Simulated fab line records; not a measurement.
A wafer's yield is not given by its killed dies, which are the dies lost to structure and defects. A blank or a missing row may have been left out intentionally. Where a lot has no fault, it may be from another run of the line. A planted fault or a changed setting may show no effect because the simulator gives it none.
Problem report, 8D (eight disciplines) form, completed by code    flow berkeleyCmos170    the parts of the form that need people (team, actions taken, sign-off) are left out

1. WHAT IS WRONG
stripTimeToEndpointS at UCB170_ACTIVE_STRIP_16 reads a mean of 16.51 s on 9 wafers of 3 lots; wafers without a fault read 18.12 s with a standard deviation of 0.082. Measured from the usual mean, that is -20 standard deviations.
The step: strips in O2.
Seen first at day 6 12:51 on plasmaAsher-01, wafer L692.3. Wafers with a number at this step in the record: 45, from 15 lots. The rule behind "out" and "out of limits": a value lying over 4 standard deviations away from the usual mean. The other wafers with a number count as sound.

2. WHAT IT IS, WHAT IT ISN'T
question                     is                      is not
which readings at this step  stripTimeToEndpointS    drypumpMotorCurrentA, oesProductAu
which lots                   L692, L693, L697        L685, L686, L687, L688, L689, L690, L691, L696, L702, L704, L706, L707
which wafers of those lots   all that have a number  -
read on which tools          plasmaAsher-01          plasmaAsher-02, plasmaAsher-04
when                         from day 6 12:51        up to then (21 sound wafers); but 15 sound wafers of L696, L702, L704, L706, L707 came after

3. WHAT RULES OUT EACH SUSPECT
Counting: a tool at any process step up to the reading remains a suspect when it ran all the lots that are out and ran no sound lot after the first of those.
- rieDiel-04 at UCB170_ACTIVE_ETCH_15 (etches Si3N4 in CH3F/Ar/O2, stops on SiO2, target depth 242 nm, time 151 s): ruled out as a lasting fault. Sound lots L707 ran on it after its first lot that is out, L692 (day 6 12:43).
- plasmaAsher-01 at UCB170_ACTIVE_STRIP_16 (strips in O2): ruled out as a lasting fault. Sound lots L702, L704 ran on it after its first lot that is out, L692 (day 6 12:51).
Left after counting: nothing in the record.

4. THE CAUSE (what the simulator had put in)
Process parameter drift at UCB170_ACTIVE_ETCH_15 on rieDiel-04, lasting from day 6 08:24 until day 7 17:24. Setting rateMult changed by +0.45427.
It was ruled out by counting, in error; the rule expects a fault to strike all lots run on its tool from its start on, and this fault did not.

5. THE EFFECT CHAIN, in route order
Rows list readings where the struck wafers' mean (over those with a number) sits beyond 3 standard deviations from the usual. Only readings whose record carries a usual standard deviation are examined. hours: median over the lots of the time between each lot's start at the first step of this table that gives one and its start at this step. sigmas: the change, counted in usual standard deviations.
hours  step                    reading               usual    on struck wafers  change  sigmas
0      UCB170_ACTIVE_STRIP_16  stripTimeToEndpointS  18.12 s  16.51             -1.61   -20
Its process steps:
- UCB170_ACTIVE_STRIP_16: strips in O2.

6. HOW IT WOULD HAVE BEEN CAUGHT EARLIER
The fault began at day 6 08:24; the first out-of-limits reading in this record came at day 6 12:51, 4 hours later.
Of the tool readings at UCB170_ACTIVE_ETCH_15 for which the record gives a usual standard deviation, none was out on any struck wafer, so an alarm limit of 4 standard deviations on them would not have fired.
